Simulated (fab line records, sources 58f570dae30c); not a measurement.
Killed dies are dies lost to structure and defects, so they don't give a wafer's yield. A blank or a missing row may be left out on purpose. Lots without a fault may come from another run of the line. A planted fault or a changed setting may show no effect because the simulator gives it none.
Split-lot experiment | flow berkeley_cmos170 | 5 lots, 23 wafers read, on a route of 331 steps

THE SPLIT
At UCB170_PFIELD_IMPLANT_07, the setting dose_cm2 was moved away from the recipe's 2e+13 on 8 of the 23 wafers read, by -6.0% to +5.4%. The other wafers ran this setting at the recipe's value.

FROM THE SPLIT TO THE READING: what the file shows between them, 1 step
- UCB170_PFIELD_STRIP_08: strips in O2

THE READING
PFIELD_TW, at UCB170_PFIELD_TW_MEAS_09. Fault-free wafers of this fab line usually give 593.8, standard deviation 2.7.

wafer  | tool, chamber at the split | dose_cm2 as run | against the recipe | PFIELD_TW | against lot-mates on the recipe
L075.1 | implanter-04, 0            | 2e+13           | recipe             | 594.2     | -
L075.2 | implanter-04, 0            | 2e+13           | recipe             | 597.2     | -
L075.4 | implanter-04, 0            | 2e+13           | recipe             | 597.3     | -
L075.5 | implanter-04, 0            | 2e+13           | recipe             | 595.8     | -
L075.6 | implanter-04, 0            | 2e+13           | recipe             | 594.4     | -
L076.1 | implanter-03, 0            | 2.063e+13       | +3.2%              | 600.5     | +3.4
L076.2 | implanter-03, 0            | 2.063e+13       | +3.2%              | 604.0     | +6.9
L076.3 | implanter-03, 0            | 2e+13           | recipe             | 597.9     | -
L076.4 | implanter-03, 0            | 2e+13           | recipe             | 596.9     | -
L076.6 | implanter-03, 0            | 2e+13           | recipe             | 596.6     | -
L082.1 | implanter-01, 0            | 2e+13           | recipe             | 590.1     | -
L082.3 | implanter-01, 0            | 1.88e+13        | -6.0%              | 579.5     | -10.5
L082.4 | implanter-01, 0            | 2e+13           | recipe             | 589.9     | -
L082.5 | implanter-01, 0            | 1.88e+13        | -6.0%              | 578.7     | -11.3
L082.6 | implanter-01, 0            | 1.88e+13        | -6.0%              | 578.3     | -11.7
L080.1 | implanter-01, 0            | 2.109e+13       | +5.4%              | 606.3     | +10.5
L080.2 | implanter-01, 0            | 2e+13           | recipe             | 594.9     | -
L080.3 | implanter-01, 0            | 2e+13           | recipe             | 596.6     | -
L080.4 | implanter-01, 0            | 2.109e+13       | +5.4%              | 602.0     | +6.2
L080.6 | implanter-01, 0            | 2.109e+13       | +5.4%              | 607.8     | +12.0
L085.1 | implanter-04, 0            | 2e+13           | recipe             | 594.3     | -
L085.2 | implanter-04, 0            | 2e+13           | recipe             | 595.2     | -
L085.4 | implanter-04, 0            | 2e+13           | recipe             | 594.9     | -

THE FIT
A straight line over all 23 wafers: PFIELD_TW changes by +2.34 for each +1% of dose_cm2; r = +0.95; the points scatter about the line by 2.5.
The same after taking each lot's own level away (the mean of its wafers on the recipe; 23 wafers): +1.8 for each +1%; r = +0.97; scatter 1.3.
On that fit, the largest move of dose_cm2 shifts the reading by 11.
The lots' own levels span 590.00 to 597.13, that is 2.6 times the standard deviation above.
So the lot-to-lot level changes the slope: the two fits differ.
Check: with one of the wafers moved furthest among these (-6.0%) left out of the fit, the line predicts -11.1 for it against its lot-mates. It came out at -10.5 against them.

OTHER SPLITS ON THESE WAFERS
These wafers also went through other splits before the reading. Each is held against what the fit with the lots' levels taken away leaves over:
other split on the same wafers         | wafers away from the commonest value | r with PFIELD_TW (lot level and that fit taken away)
UCB170_NWELL_CVD_04 temp_c             | 15                                   | +0.05
UCB170_NWELL_PEB_10 peb_temp_c         | 7                                    | -0.32
UCB170_PWELL_OXIDATION_02 temp_c       | 18                                   | -0.06
UCB170_PWELL_DEVELOP_12 develop_time_s | 7                                    | +0.11
UCB170_ACTIVE_COAT_08 resist_thk_nm    | 7                                    | +0.04
UCB170_ACTIVE_ETCH_15 time_s           | 7                                    | +0.14

THE FILE'S OWN FIT
PFIELD_TW changes by +1.8 for each +1% of dose_cm2, r = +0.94.
